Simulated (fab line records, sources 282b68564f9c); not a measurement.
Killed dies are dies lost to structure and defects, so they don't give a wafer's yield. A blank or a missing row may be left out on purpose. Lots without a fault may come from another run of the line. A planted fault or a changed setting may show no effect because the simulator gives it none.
Problem report in the 8D (eight disciplines) form, filled by code | flow rit_cmos | the parts of the form that need people (team, actions taken, sign-off) are left out

1. THE PROBLEM
NRETRO_TW at RIT_NRETRO_TW_MEAS_10 reads a mean of 976 on 6 wafers of 2 lots; wafers without a fault read 1057 with a standard deviation of 5.5. That is -15 standard deviations from the usual mean.
First seen on wafer L738.1, day 4 19:38, on film_metro-03. The record holds 42 wafers of 14 lots with a number at this step. Rule for "out", or "out of limits": more than 4 standard deviations from the usual mean. The other wafers with a number count as sound.

2. WHAT IT IS AND WHAT IT IS NOT
question                    | is                     | is not
which readings at this step | NRETRO_TW              | -
which lots                  | L738, L740             | L729, L731, L732, L733, L734, L741, L742, L744, L745, L746, L748, L750
which wafers of those lots  | all that have a number | -
read on which gauges        | film_metro-03          | film_metro-02, film_metro-04
when                        | from day 4 19:38       | up to then (15 sound wafers); but 21 sound wafers of L741, L742, L744, L745, L746, L748, L750 came after

3. SUSPECTS, AND WHAT RULES EACH OUT
Counting: a tool at a process step up to the reading stays a suspect if it ran every lot that is out and no sound lot after the first of them.
- the gauge at RIT_NRETRO_TW_MEAS_10: ruled out. All the wafers that are out were read on film_metro-03, but those of them that RIT_NRETRO_IMPLANT_08 has rows for are out there too, on other tools.
- implanter-04 at RIT_NRETRO_IMPLANT_08: kept. It ran every lot that is out, first L738 (day 4 19:15), and no sound lot after that; its last sound lot up to then is L734 (day 3 19:08). Its own readings are out on those wafers: dose_ions_cm2, faraday_current_uA.
Left after counting: implanter-04 at RIT_NRETRO_IMPLANT_08.

4. THE CAUSE (what the simulator had put in)
Process parameter drift: implanter-04, from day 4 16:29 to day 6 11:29, at RIT_NRETRO_IMPLANT_08. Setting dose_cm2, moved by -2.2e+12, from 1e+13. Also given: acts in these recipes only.
Counting left only this tool.

5. THE CHAIN OF EFFECTS, in route order
Each row: a reading whose mean over the struck wafers that have a number lies more than 3 standard deviations from the usual. Only readings for which the record gives a usual standard deviation are gone through. hours: the time from each lot's start at the first step in this table that gives one to its start at this step, as a median over the lots. sigmas: the change in usual standard deviations.
hours | step                  | reading            | usual     | on struck wafers | change     | sigmas
0     | RIT_NRETRO_IMPLANT_08 | dose_ions_cm2      | 9.998e+12 | 7.798e+12        | -2.200e+12 | -99 or more
0     | RIT_NRETRO_IMPLANT_08 | faraday_current_uA | 31.7      | 24.7             | -7.0       | -10
0     | RIT_NRETRO_TW_MEAS_10 | NRETRO_TW          | 1057      | 976              | -82        | -15
The process steps in it:
- RIT_NRETRO_IMPLANT_08
Later measuring or inspecting steps at which every struck wafer that the step has a row for has a number for every such reading, and none has moved that far: RIT_M1_CD_MEAS_09, RIT_M1_OVL_MEAS_10.

6. WHAT WOULD HAVE CAUGHT IT SOONER
In this record the first reading out of limits at a measuring or inspecting step was taken at day 4 19:38, 3 hours after the fault began at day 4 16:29.
The tool's own readings at RIT_NRETRO_IMPLANT_08 were out on every struck wafer that the step has a row for (dose_ions_cm2, faraday_current_uA): an alarm limit on them would have fired on the first of those.
Of the lots that are out (2), L740 began RIT_NRETRO_IMPLANT_08 on implanter-04 after day 4 19:38. A hold on the tool at that time would have spared it.
